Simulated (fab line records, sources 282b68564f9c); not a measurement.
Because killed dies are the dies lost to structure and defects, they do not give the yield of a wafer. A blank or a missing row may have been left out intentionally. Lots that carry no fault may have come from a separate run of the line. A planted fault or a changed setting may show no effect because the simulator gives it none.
fab line records + flow ritCmos
record:
- lots: 7
- wafers: 21
- lastDay: 7
route steps=202 shown ACTIVE@2
lots that met no fault: from a run of the same line without faults
startH: start of the lot's first displayed wafer, in hours after the record's first day + waitH: time in hours since the lot's previous step + " same as the row above + L1.1+2: a single row standing in for several wafers + - no value, or no start given + * or withheld: withheld + < > ~ a bound
route shown NAME@n: a module of which the file shows steps, and the number in the route of the first + usual: average and standard deviation across the fault-free wafers + same: alike in all rows + chamber/n: place in a boat + sites: each site's reading + _std_site: standard deviation across them + _edge_site: inner sites' mean taken away from outer sites' mean + radiusMm: how far each site lies from the wafer's centre + mask NAME#n: copy n + behind: tool/chamber where the wafer was last shaped + hold: why the lot was held/for how many hours/how that ended + device: which transistor (n, p or np) failed to switch + end of line: the route-end tests of the same wafers + for a step that has no rows: nothing shown but its recipe + killed: at the first sort, the dies lost to defects and structure; wafer yield is something else + map: a wafer's dies, x killed, . not, _ none there
set.NAME: the setting that was run; set.NAME@STEP: the one run at that earlier step + model.NAME: the simulator's own value behind a step, which no gauge read
certain route steps with their lots: each step a table, each wafer a row
services: a tool's chamber out of use, with start hour (startH, from the record's first day; less than 0 if before it), hours out, and reason
== steps ==
step: RIT_ACTIVE_OXIDATION_01
recipe:
- tempC: 1000
- ambient: O2
- targetThkA: 468
- oxTimeS: 3360
step: RIT_ACTIVE_THK_MEAS_02
recipe:
- reads: SiO2_of_ACTIVE_OXIDATION_01
usual:
- ACTIVE_OXIDE_THK: 46.9/0.86
| lot.wafer | tool         | chamber | startH | waitH | ACTIVE_OXIDE_THK[nm] |
|-----------|--------------|---------|--------|-------|----------------------|
| L390.2    | filmMetro-04 | -       | 32.06  | 0.0   | 46.6                 |
| L390.5    | "            | -       | "      | "     | 46.5                 |
| L390.6    | "            | -       | "      | "     | 46.5                 |
| L391.1    | filmMetro-01 | -       | 37.49  | 0.0   | 48.5                 |
| L391.4    | "            | -       | "      | "     | 48.2                 |
| L391.6    | "            | -       | "      | "     | 48.0                 |
| L394.2    | filmMetro-01 | -       | 52.06  | 0.0   | 46.1                 |
| L394.3    | "            | -       | "      | "     | 46.1                 |
| L394.5    | "            | -       | "      | "     | 46.6                 |
| L397.2    | filmMetro-02 | -       | 67.06  | 0.0   | 46.3                 |
| L397.3    | "            | -       | "      | "     | 47.4                 |
| L397.4    | "            | -       | "      | "     | 46.5                 |
| L400.2    | filmMetro-02 | -       | 82.06  | 0.0   | 47.5                 |
| L400.3    | "            | -       | "      | "     | 46.3                 |
| L400.6    | "            | -       | "      | "     | 47.2                 |
| L408.3    | filmMetro-01 | -       | 122.07 | 0.0   | 46.7                 |
| L408.4    | "            | -       | "      | "     | 45.7                 |
| L408.5    | "            | -       | "      | "     | 46.4                 |
| L409.1    | filmMetro-04 | -       | 127.05 | 0.0   | 46.1                 |
| L409.3    | "            | -       | "      | "     | 45.4                 |
| L409.6    | "            | -       | "      | "     | 46.7                 |
step: RIT_ACTIVE_CVD_03
recipe:
- material: Si3N4
- targetThkNm: 150
- tempC: 810
- precursor: SiH2Cl2/NH3
- timeS: 1500
- pressureMtorr: 300
- sih2cl2FlowSccm: 60
- nh3FlowSccm: 150
step: RIT_ACTIVE_THK_MEAS_04
recipe:
- reads: Si3N4_of_ACTIVE_CVD_03
usual:
- ACTIVE_NITRIDE_THK: 149.2/1.6
| lot.wafer | tool         | chamber | startH | waitH | ACTIVE_NITRIDE_THK[nm] |
|-----------|--------------|---------|--------|-------|------------------------|
| L390.2    | filmMetro-04 | -       | 33.54  | 0.0   | 148.9                  |
| L390.5    | "            | -       | "      | "     | 146.4                  |
| L390.6    | "            | -       | "      | "     | 148.7                  |
| L391.1    | filmMetro-01 | -       | 38.97  | 0.0   | 150.9                  |
| L391.4    | "            | -       | "      | "     | 149.4                  |
| L391.6    | "            | -       | "      | "     | 148.7                  |
| L394.2    | filmMetro-01 | -       | 53.54  | 0.0   | 149.6                  |
| L394.3    | "            | -       | "      | "     | 149.5                  |
| L394.5    | "            | -       | "      | "     | 148.5                  |
| L397.2    | filmMetro-01 | -       | 68.54  | 0.0   | 152.3                  |
| L397.3    | "            | -       | "      | "     | 150.3                  |
| L397.4    | "            | -       | "      | "     | 152.3                  |
| L400.2    | filmMetro-01 | -       | 83.54  | 0.0   | 147.8                  |
| L400.3    | "            | -       | "      | "     | 146.6                  |
| L400.6    | "            | -       | "      | "     | 147.3                  |
| L408.3    | filmMetro-04 | -       | 123.55 | 0.0   | 149.2                  |
| L408.4    | "            | -       | "      | "     | 148.0                  |
| L408.5    | "            | -       | "      | "     | 149.9                  |
| L409.1    | filmMetro-02 | -       | 128.53 | 0.0   | 151.0                  |
| L409.3    | "            | -       | "      | "     | 149.6                  |
| L409.6    | "            | -       | "      | "     | 149.6                  |
step: RIT_ACTIVE_HMDS_05
recipe:
- primeTimeS: 60
- primeTempC: 140
step: RIT_ACTIVE_COAT_06
recipe:
- resist: NOVOLAK
- spinRpm: 3250
- resistThkNm: 1000
step: RIT_ACTIVE_SOFTBAKE_07
recipe:
- resist: NOVOLAK
- tempC: 90
- timeS: 60
step: RIT_ACTIVE_EXPOSE_08
recipe:
- maskId: M1
- na: 0.6
- sourceShape: conventional
- sigmaOuter: 0.6
- targetCdNm: 1400
- doseMj: 225
step: RIT_ACTIVE_PEB_09
recipe:
- resist: NOVOLAK
- tempC: withheld
- timeS: withheld
step: RIT_ACTIVE_DEVELOP_10
recipe:
- resist: NOVOLAK
- developTimeS: 50
- devTempC: 23
step: RIT_ACTIVE_CD_MEAS_11
recipe:
- targetCdNm: 1400
usual:
- cdNm: 1399.8/2.5
| lot.wafer | tool     | chamber | startH | waitH | cdNm   |
|-----------|----------|---------|--------|-------|--------|
| L390.2    | cdSem-01 | -       | 34.58  | -     | 1402.0 |
| L390.5    | "        | -       | "      | "     | 1400.9 |
| L390.6    | "        | -       | "      | "     | 1401.5 |
| L391.1    | cdSem-02 | -       | 39.88  | -     | 1403.0 |
| L391.4    | "        | -       | "      | "     | 1403.3 |
| L391.6    | "        | -       | "      | "     | 1402.2 |
| L394.2    | cdSem-02 | -       | 54.46  | -     | 1400.1 |
| L394.3    | "        | -       | "      | "     | 1401.3 |
| L394.5    | "        | -       | "      | "     | 1401.4 |
| L397.2    | cdSem-02 | -       | 69.46  | -     | 1397.9 |
| L397.3    | "        | -       | "      | "     | 1398.4 |
| L397.4    | "        | -       | "      | "     | 1398.1 |
| L400.2    | cdSem-01 | -       | 84.58  | -     | 1403.3 |
| L400.3    | "        | -       | "      | "     | 1402.1 |
| L400.6    | "        | -       | "      | "     | 1401.4 |
| L408.3    | cdSem-02 | -       | 124.48 | -     | 1402.3 |
| L408.4    | "        | -       | "      | "     | 1398.2 |
| L408.5    | "        | -       | "      | "     | 1401.4 |
| L409.1    | cdSem-01 | -       | 129.44 | -     | 1398.0 |
| L409.3    | "        | -       | "      | "     | 1398.6 |
| L409.6    | "        | -       | "      | "     | 1397.8 |
step: RIT_ACTIVE_HARDBAKE_12
recipe:
- resist: NOVOLAK
- tempC: 140
- timeS: 60
step: RIT_ACTIVE_ETCH_13
recipe:
- stopOn: SiO2
- chemistry: SF6
- target: Si3N4
- timeS: 210
- overEtchFrac: 0.4
- SF6_flow_sccm: 200
- pressureMtorr: 260
- rfW: 125
- targetDepthA: 2100
usual:
- drypumpMotorCurrentA: 5.6/0.4
- oesProductAu: 0.814/0.017
- throttleValvePct: 7.47/0.1
| lot.wafer | tool       | chamber | startH | waitH | drypumpMotorCurrentA | oesProductAu | rfHoursCounterH | throttleValvePct | model.NOVOLAK_of_ACTIVE_COAT_06.thkNm | model.SiO2_of_ACTIVE_OXIDATION_01.thkNm | model.ACTIVE.featureDepthNm |
|-----------|------------|---------|--------|-------|----------------------|--------------|-----------------|------------------|---------------------------------------|-----------------------------------------|-----------------------------|
| L390.2    | rieDiel-01 | 0       | 34.83  | 0.1   | 4.9                  | 0.819        | 135             | 7.50             | 651.4                                 | 46                                      | 149.3                       |
| L390.5    | "          | 3       | "      | "     | 5.6                  | 0.795        | -               | 7.49             | 658.6                                 | 46.52                                   | 146.5                       |
| L390.6    | "          | 0       | "      | "     | 4.9                  | 0.831        | -               | 7.52             | 657.2                                 | 45.96                                   | 149.3                       |
| L391.1    | rieDiel-01 | 1       | 40.15  | 0.1   | 5.9                  | 0.836        | 109             | 7.66             | 554.8                                 | 0                                       | 199.4                       |
| L391.4    | "          | 2       | "      | "     | 5.2                  | 0.789        | -               | 7.32             | 551.7                                 | 0                                       | 197.4                       |
| L391.6    | "          | 1       | "      | "     | 5.9                  | 0.843        | -               | 7.65             | 553.6                                 | 0                                       | 196.6                       |
| L394.2    | rieDiel-01 | 1       | 54.71  | 0.1   | 5.9                  | 0.840        | 109             | 7.64             | 553.3                                 | 0                                       | 195.7                       |
| L394.3    | "          | 2       | "      | "     | 5.2                  | 0.797        | 41              | 7.32             | 554.4                                 | 0                                       | 195.7                       |
| L394.5    | "          | 0       | "      | "     | 4.9                  | 0.828        | -               | 7.49             | 541.2                                 | 0                                       | 195.1                       |
| L397.2    | rieDiel-01 | 3       | 69.71  | 0.1   | 5.7                  | 0.813        | 84              | 7.48             | 550.4                                 | 0                                       | 198.7                       |
| L397.3    | "          | 1       | "      | "     | 5.9                  | 0.843        | 109             | 7.65             | 549.1                                 | 0                                       | 197.8                       |
| L397.4    | "          | 2       | "      | "     | 5.2                  | 0.804        | 42              | 7.31             | 552.6                                 | 0                                       | 198.8                       |
| L400.2    | rieDiel-03 | 1       | 84.83  | 0.1   | 6.7                  | 0.815        | 6               | 7.48             | 654.7                                 | 47.51                                   | 147.9                       |
| L400.3    | "          | 0       | "      | "     | 6.4                  | 0.812        | 86              | 7.54             | 652.2                                 | 45.66                                   | 147.2                       |
| L400.6    | "          | 2       | "      | "     | 5.6                  | 0.825        | -               | 7.63             | 655.8                                 | 47.18                                   | 147.4                       |
| L408.3    | rieDiel-01 | 1       | 124.71 | 0.1   | 5.9                  | 0.831        | 110             | 7.64             | 663.9                                 | 46.67                                   | 149.1                       |
| L408.4    | "          | 0       | "      | "     | 4.9                  | 0.826        | 136             | 7.50             | 655.1                                 | 45.17                                   | 148.6                       |
| L408.5    | "          | 3       | "      | "     | 5.7                  | 0.800        | -               | 7.49             | 665.8                                 | 46.41                                   | 149.9                       |
| L409.1    | rieDiel-03 | 3       | 129.71 | 0.1   | 5.8                  | 0.799        | 97              | 7.41             | 646.8                                 | 45.11                                   | 152                         |
| L409.3    | "          | 0       | "      | "     | 6.4                  | 0.813        | 87              | 7.55             | 649.8                                 | 44.73                                   | 150.2                       |
| L409.6    | "          | 2       | "      | "     | 5.6                  | 0.842        | -               | 7.64             | 650.4                                 | 46.7                                    | 149.6                       |
step: RIT_ACTIVE_STRIP_14
recipe:
- chemistry: O2
- timeS: 180
- resist: NOVOLAK
- platenTempC: withheld
- powerW: 500
- pressureMtorr: 4000
- o2FlowSccm: 4000
usual:
- drypumpMotorCurrentA: 5.6/0.43
| lot.wafer | tool           | chamber | startH | waitH | drypumpMotorCurrentA | rfHoursCounterH |
|-----------|----------------|---------|--------|-------|----------------------|-----------------|
| L390.2    | plasmaAsher-01 | 0       | 34.97  | 0.1   | 5.4                  | 40              |
| L390.5    | "              | 0       | "      | "     | 5.4                  | -               |
| L390.6    | "              | 1       | "      | "     | 6.1                  | -               |
| L391.1    | plasmaAsher-04 | 0       | 40.28  | 0.1   | 5.9                  | 38              |
| L391.4    | "              | 0       | "      | "     | 5.9                  | -               |
| L391.6    | "              | 1       | "      | "     | 5.7                  | -               |
| L394.2    | plasmaAsher-01 | 0       | 54.84  | 0.1   | 5.4                  | 42              |
| L394.3    | "              | 0       | "      | "     | 5.4                  | -               |
| L394.5    | "              | 0       | "      | "     | 5.4                  | -               |
| L397.2    | plasmaAsher-04 | 1       | 69.84  | 0.1   | 5.7                  | 41              |
| L397.3    | "              | 0       | "      | "     | 5.9                  | -               |
| L397.4    | "              | 1       | "      | "     | 5.6                  | -               |
| L400.2    | plasmaAsher-04 | 0       | 84.97  | 0.1   | 5.9                  | 43              |
| L400.3    | "              | 0       | "      | "     | 5.9                  | -               |
| L400.6    | "              | 0       | "      | "     | 5.9                  | -               |
| L408.3    | plasmaAsher-03 | 0       | 124.90 | 0.1   | 5.8                  | -               |
| L408.4    | "              | 1       | "      | "     | 4.8                  | -               |
| L408.5    | "              | 1       | "      | "     | 4.8                  | -               |
| L409.1    | plasmaAsher-01 | 1       | 129.84 | 0.1   | 6.2                  | 50              |
| L409.3    | "              | 1       | "      | "     | 6.2                  | -               |
| L409.6    | "              | 1       | "      | "     | 6.2                  | -               |
== services ==
| tool           | chamber | startH | hours | kind      |
|----------------|---------|--------|-------|-----------|
| rieDiel-01     | 0       | 39.66  | 4.8   | repair    |
| plasmaAsher-04 | -       | 108.75 | 9.0   | pm        |
| plasmaAsher-04 | 0       | 108.75 | 9.0   | ventCycle |
| plasmaAsher-04 | 1       | 108.75 | 9.0   | ventCycle |
| plasmaAsher-04 | 0       | 117.75 | -     | clean     |
| plasmaAsher-04 | 1       | 117.75 | -     | clean     |
== key ==
firstSign none at tools or gauges
modelEffect:
- step: RIT_ACTIVE_ETCH_13
- value: NOVOLAK_of_ACTIVE_COAT_06.thkNm
- without: 658.1
- struck: 551.2
metAt RIT_ACTIVE_ETCH_13
struckWafers L391.1,L391.4,L391.6,L394.2,L394.3,L394.5,L397.2,L397.3,L397.4
laterRowsLeftOut L391.1,L391.4,L391.6,L394.2,L394.3,L394.5,L397.2,L397.3,L397.4
sortLeftOut L391.1,L391.4,L391.6,L394.2,L394.3,L394.5,L397.2,L397.3,L397.4
testerLeftOut L391,L394,L397
onsetBetween 34.83 40.15
fault:
- kind: processParameterDrift
- tool: rieDiel-01
- chamber: -
- onsetH: 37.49
- steps: RIT_ACTIVE_ETCH_13
- channel: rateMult
- offset: 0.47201
- shape: step
- endH: 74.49
testerLeftOut: of these lots the tester's yield and bins aren't shown, on N5 and GAA mostly nor the transistor test; their killed dies are dies lost to structure and defects alone, not to doping, threshold or leakage, so they don't give the yield
sortLeftOut: the simulated sort isn't trusted on such a fault, so these wafers' sort isn't shown, and their yield isn't known
laterRowsLeftOut: the simulator's readings of these wafers behind a module that went badly wrong aren't trusted and aren't shown, but for the sort
